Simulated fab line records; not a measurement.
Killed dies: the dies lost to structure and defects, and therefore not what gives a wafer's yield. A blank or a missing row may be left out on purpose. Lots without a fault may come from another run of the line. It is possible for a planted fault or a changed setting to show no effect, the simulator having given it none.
fab line records -- flow rit-cmos -- part 2 of 2: steps 34 to 47 of 47
record lots=5, wafers=15, last-day=6
route steps=202 shown ACTIVE@15 FOX1@20 FOX2@23 NWELL@28 PWELL@39 WELLDRIVE@50 NRETRO@53
lots untouched by any fault: they come from a run of this same line in which no faults occurred
start-h: hours from the record's first day to the start of the lot's first wafer shown -- wait-h: hours since the lot's step before -- " the same as in the row above -- L1.1+2: a row that stands for several wafers -- - no value present, or no start provided -- * or withheld: withheld -- < > ~ a bound
route shown NAME@n: names a module that has steps shown in the file, with the first one's number in the route -- usual: average and standard deviation across the fault-free wafers -- same: alike in all rows -- chamber/n: place in a boat -- sites: readings site by site -- _std_site: standard deviation of those values -- _edge_site: the outer-site mean with the inner-site mean subtracted -- radius-mm: for every site, how far away it sits from the centre of the wafer -- mask NAME#n: copy n -- behind: the tool/chamber that last shaped the wafer -- hold: why the lot was held/for how many hours/how that ended -- device: which transistor (n, p or np) failed to switch -- end of line: at the end of the route, the tests of the same wafers -- a step with no rows: only its recipe -- killed: dies that structure and defects cost at the first sort, which is not the same as the wafer's yield -- map: a wafer's dies, marking killed ones x, the rest . and places with no die _
set.NAME: the setting that was run; set.NAME@STEP: the one run at that earlier step -- model.NAME: the simulator's own value behind a step, which no gauge read
lots seen at some steps along the route; tables by step, rows by wafer
services: when a tool's chamber went out of use (start-h, in hours from the record's first day, below 0 if earlier), for how many hours, and the reason
## steps
# step RIT_PWELL_STRIP_09
# recipe chemistry=O2, time-s=180, resist=NOVOLAK, platen-temp-c=withheld, power-w=500, pressure-mtorr=4000, o2-flow-sccm=4000
# usual chamber-pressure-mTorr=4000/3.7, drypump-motor-current-A=5.7/0.35
lot.wafer,tool,chamber,start-h,wait-h,chamber-pressure-mTorr,drypump-motor-current-A,rf-hours-counter-h
L079.2,plasma-asher-02,0,48.60,0.1,3997,5.7,22
L079.3,plasma-asher-02,0,48.60,0.1,3999,5.6,-
L079.4,plasma-asher-02,1,48.60,0.1,4003,6.1,-
L083.1,plasma-asher-01,0,68.27,0.1,4002,5.0,43
L083.3,plasma-asher-01,1,68.27,0.1,4001,6.0,-
L083.5,plasma-asher-01,1,68.27,0.1,3997,6.0,-
L087.3,plasma-asher-01,0,89.58,0.1,3995,5.0,-
L087.4,plasma-asher-01,1,89.58,0.1,3997,6.0,-
L087.6,plasma-asher-01,1,89.58,0.1,4001,6.0,-
L088.1,plasma-asher-01,0,94.33,0.1,3998,5.0,46
L088.2,plasma-asher-01,1,94.33,0.1,4006,6.0,46
L088.5,plasma-asher-01,1,94.33,0.1,4004,6.0,-
L093.1,plasma-asher-03,1,118.01,0.1,4001,5.7,51
L093.3,plasma-asher-03,0,118.01,0.1,4005,5.8,-
L093.5,plasma-asher-03,0,118.01,0.1,3994,5.7,-
# step RIT_PWELL_TW_MEAS_10
# usual PWELL_TW=958/8.3
lot.wafer,tool,chamber,start-h,wait-h,PWELL_TW
L079.2,film-metro-02,-,48.79,0.1,966
L079.3,film-metro-02,-,48.79,0.1,968
L079.4,film-metro-02,-,48.79,0.1,968
L083.1,film-metro-02,-,68.45,0.1,963
L083.3,film-metro-02,-,68.45,0.1,969
L083.5,film-metro-02,-,68.45,0.1,961
L087.3,film-metro-04,-,89.72,0.1,963
L087.4,film-metro-04,-,89.72,0.1,966
L087.6,film-metro-04,-,89.72,0.1,967
L088.1,film-metro-03,-,94.51,0.1,956
L088.2,film-metro-03,-,94.51,0.1,954
L088.5,film-metro-03,-,94.51,0.1,955
L093.1,film-metro-03,-,118.19,0.1,947
L093.3,film-metro-03,-,118.19,0.1,946
L093.5,film-metro-03,-,118.19,0.1,948
# step RIT_WELLDRIVE_ANNEAL_00
# recipe temp-c=1100, time-s=14700, ambient=N2
# usual zone-power-centre-pct=54/3.5, zone-power-source-pct=43.2/2.6
lot.wafer,tool,chamber,start-h,wait-h,zone-power-centre-pct,zone-power-source-pct
L079.2,furnace-03,0,48.84,0.0,51,45.7
L079.3,furnace-03,0,48.84,0.0,50,45.4
L079.4,furnace-03,0,48.84,0.0,51,45.9
L083.1,furnace-01,0,68.83,0.4,55,41.5
L083.3,furnace-01,0,68.83,0.4,55,41.8
L083.5,furnace-01,0,68.83,0.4,55,41.0
L087.3,furnace-03,0,89.76,0.0,51,46.0
L087.4,furnace-03,0,89.76,0.0,51,45.8
L087.6,furnace-03,0,89.76,0.0,52,46.2
L088.1,furnace-01,0,94.57,0.1,56,41.4
L088.2,furnace-01,0,94.57,0.1,56,41.2
L088.5,furnace-01,0,94.57,0.1,56,41.6
L093.1,furnace-03,0,118.79,0.6,51,46.3
L093.3,furnace-03,0,118.79,0.6,52,45.2
L093.5,furnace-03,0,118.79,0.6,50,44.9
# step RIT_WELLDRIVE_RS_MEAS_01
# recipe thk-meas-gauge=four-point-probe
# usual NWELL_RS=271.8/0.79
lot.wafer,tool,chamber,start-h,wait-h,NWELL_RS[ohm/sq]
L079.2,film-metro-03,-,53.94,0.0,271.6
L079.3,film-metro-03,-,53.94,0.0,271.0
L079.4,film-metro-03,-,53.94,0.0,270.8
L083.1,film-metro-04,-,73.91,0.0,272.6
L083.3,film-metro-04,-,73.91,0.0,272.1
L083.5,film-metro-04,-,73.91,0.0,273.0
L087.3,film-metro-02,-,94.88,0.0,270.3
L087.4,film-metro-02,-,94.88,0.0,270.6
L087.6,film-metro-02,-,94.88,0.0,270.6
L088.1,film-metro-02,-,99.65,0.0,271.9
L088.2,film-metro-02,-,99.65,0.0,271.2
L088.5,film-metro-02,-,99.65,0.0,270.7
L093.1,film-metro-04,-,123.87,0.0,272.6
L093.3,film-metro-04,-,123.87,0.0,271.9
L093.5,film-metro-04,-,123.87,0.0,270.9
# step RIT_WELLDRIVE_RS_MEAS_02
# recipe thk-meas-gauge=four-point-probe
# usual PWELL_RS=429.3/1.2
lot.wafer,tool,chamber,start-h,wait-h,PWELL_RS[ohm/sq]
L079.2,film-metro-03,-,54.06,0.1,427.3
L079.3,film-metro-03,-,54.06,0.1,427.8
L079.4,film-metro-03,-,54.06,0.1,429.0
L083.1,film-metro-04,-,74.03,0.1,428.7
L083.3,film-metro-04,-,74.03,0.1,429.5
L083.5,film-metro-04,-,74.03,0.1,429.0
L087.3,film-metro-02,-,95.00,0.1,431.2
L087.4,film-metro-02,-,95.00,0.1,429.3
L087.6,film-metro-02,-,95.00,0.1,430.1
L088.1,film-metro-02,-,99.77,0.1,427.9
L088.2,film-metro-02,-,99.77,0.1,428.8
L088.5,film-metro-02,-,99.77,0.1,429.4
L093.1,film-metro-04,-,123.99,0.1,430.0
L093.3,film-metro-04,-,123.99,0.1,430.5
L093.5,film-metro-04,-,123.99,0.1,429.5
# step RIT_NRETRO_HMDS_00
# recipe prime-time-s=60, prime-temp-c=140
# same prime-time-s=60
lot.wafer,tool,chamber,start-h,wait-h
L079.2+3+4,litho-track-01,0,54.18,0.1
L083.1+3+5,litho-track-01,0,74.15,0.1
L087.3+4+6,litho-track-03,0,95.13,0.1
L088.1+2+5,litho-track-03,0,99.89,0.1
L093.1+3+5,litho-track-03,0,124.11,0.1
# step RIT_NRETRO_COAT_01
# recipe resist=NOVOLAK, spin-rpm=2000, resist-thk-nm=1300
# usual spin-speed-rpm=2000.0/1.4
lot.wafer,tool,chamber,start-h,wait-h,spin-speed-rpm
L079.2,litho-track-01,0,54.33,0.1,1999.0
L079.3,litho-track-01,0,54.33,0.1,1997.8
L079.4,litho-track-01,0,54.33,0.1,1998.9
L083.1,litho-track-01,0,74.30,0.1,2000.8
L083.3,litho-track-01,0,74.30,0.1,1998.6
L083.5,litho-track-01,0,74.30,0.1,2000.7
L087.3,litho-track-03,0,95.28,0.1,1997.7
L087.4,litho-track-03,0,95.28,0.1,1998.6
L087.6,litho-track-03,0,95.28,0.1,1997.9
L088.1,litho-track-03,0,100.04,0.1,1999.5
L088.2,litho-track-03,0,100.04,0.1,2002.7
L088.5,litho-track-03,0,100.04,0.1,1999.0
L093.1,litho-track-03,0,124.26,0.1,1999.2
L093.3,litho-track-03,0,124.26,0.1,2000.3
L093.5,litho-track-03,0,124.26,0.1,1999.9
# step RIT_NRETRO_SOFTBAKE_02
# recipe resist=NOVOLAK, temp-c=90, time-s=60
lot.wafer,tool,chamber,start-h,wait-h
L079.2+3+4,litho-track-01,0,54.48,0.1
L083.1+3+5,litho-track-01,0,74.45,0.1
L087.3+4+6,litho-track-03,0,95.43,0.1
L088.1+2+5,litho-track-03,0,100.19,0.1
L093.1+3+5,litho-track-03,0,124.41,0.1
# step RIT_NRETRO_EXPOSE_03
# recipe mask-id=M4, na=0.57, target-cd-nm=43900, dose-mj=250
# usual focus-offset-nm=0.0/0.56
lot.wafer,tool,chamber,start-h,wait-h,mask,focus-offset-nm
L079.2,iline-stepper-01,0,54.63,0.1,M4#0,-0.1
L079.3,iline-stepper-01,0,54.63,0.1,M4#0,-0.2
L079.4,iline-stepper-01,0,54.63,0.1,M4#0,-0.4
L083.1,iline-stepper-01,0,74.73,0.2,M4#0,-0.6
L083.3,iline-stepper-01,0,74.73,0.2,M4#0,0.0
L083.5,iline-stepper-01,0,74.73,0.2,M4#0,-0.2
L087.3,iline-stepper-02,0,95.57,0.1,M4#0,0.7
L087.4,iline-stepper-02,0,95.57,0.1,M4#0,-0.4
L087.6,iline-stepper-02,0,95.57,0.1,M4#0,-0.1
L088.1,iline-stepper-02,0,100.34,0.1,M4#0,0.2
L088.2,iline-stepper-02,0,100.34,0.1,M4#0,0.3
L088.5,iline-stepper-02,0,100.34,0.1,M4#0,0.0
L093.1,iline-stepper-01,0,124.68,0.2,M4#0,-0.7
L093.3,iline-stepper-01,0,124.68,0.2,M4#0,0.2
L093.5,iline-stepper-01,0,124.68,0.2,M4#0,0.2
# step RIT_NRETRO_PEB_04
# recipe resist=NOVOLAK, temp-c=withheld, time-s=withheld
lot.wafer,tool,chamber,start-h,wait-h
L079.2+3+4,litho-track-02,0,54.75,0.1
L083.1+3+5,litho-track-02,0,74.84,0.1
L087.3+4+6,litho-track-03,0,95.70,0.1
L088.1+2+5,litho-track-01,0,100.46,0.1
L093.1+3+5,litho-track-03,0,124.80,0.1
# step RIT_NRETRO_DEVELOP_05
# recipe resist=NOVOLAK, develop-time-s=68, dev-temp-c=23
# same develop-time-s=68
lot.wafer,tool,chamber,start-h,wait-h
L079.2+3+4,litho-track-02,0,-,-
L083.1+3+5,litho-track-02,0,-,-
L087.3+4+6,litho-track-03,0,-,-
L088.1+2+5,litho-track-01,0,-,-
L093.1+3+5,litho-track-03,0,-,-
# step RIT_NRETRO_OVL_MEAS_06
# usual NRETRO_OVL=-0.4/1.6
lot.wafer,tool,chamber,start-h,wait-h,NRETRO_OVL[nm]
L079.2,overlay-02,-,55.04,-,-2.4
L079.3,overlay-02,-,55.04,-,-2.0
L079.4,overlay-02,-,55.04,-,-2.6
L083.1,overlay-02,-,75.16,-,0.3
L083.3,overlay-02,-,75.16,-,-2.6
L083.5,overlay-02,-,75.16,-,-2.9
L087.3,overlay-01,-,95.97,-,1.0
L087.4,overlay-01,-,95.97,-,2.9
L087.6,overlay-01,-,95.97,-,-0.3
L088.1,overlay-01,-,100.77,-,-2.5
L088.2,overlay-01,-,100.77,-,-0.1
L088.5,overlay-01,-,100.77,-,0.6
L093.1,overlay-01,-,125.11,-,-2.1
L093.3,overlay-01,-,125.11,-,-1.7
L093.5,overlay-01,-,125.11,-,-1.7
# step RIT_NRETRO_HARDBAKE_07
# recipe resist=NOVOLAK, temp-c=140, time-s=120
lot.wafer,tool,chamber,start-h,wait-h
L079.2+3+4,litho-track-03,0,55.12,0.1
L083.1+3+5,litho-track-01,0,75.30,0.1
L087.3+4+6,litho-track-02,0,96.08,0.1
L088.1+2+5,litho-track-02,0,100.80,0.0
L093.1+3+5,litho-track-02,0,125.15,0.0
# step RIT_NRETRO_IMPLANT_08
# recipe species=P, energy-kev=70, dose-cm2=1.024e+13, tilt-deg=7
lot.wafer,tool,chamber,start-h,wait-h
L079.2+3+4,implanter-03,0,55.35,0.2
L083.1+3+5,implanter-03,0,75.55,0.2
L087.3+4+6,implanter-04,0,96.30,0.2
L088.1+2+5,implanter-03,0,101.05,0.2
L093.1+3+5,implanter-03,0,125.40,0.2
## services
tool,chamber,start-h,hours,kind
iline-stepper-02,-,23.90,4.4,pm
iline-stepper-02,-,32.14,8.9,pm
furnace-03,-,44.14,3.6,pm
implanter-01,-,46.12,1.4,repair
iline-stepper-02,0,47.36,-,calibration
implanter-02,-,71.86,1.0,repair
implanter-03,-,72.09,3.0,pm
furnace-03,-,81.18,3.3,pm
implanter-04,-,84.53,8.6,pm
wet-bench-03,-,91.39,46.5,pm
plasma-asher-02,-,92.79,55.8,repair
wet-bench-04,-,93.48,7.8,repair
plasma-asher-04,-,108.92,9.0,pm
plasma-asher-04,0,108.92,9.0,vent-cycle
plasma-asher-04,1,108.92,9.0,vent-cycle
furnace-01,-,112.71,2.9,pm
furnace-04,-,112.87,3.8,pm
plasma-asher-04,0,117.92,-,clean
plasma-asher-04,1,117.92,-,clean
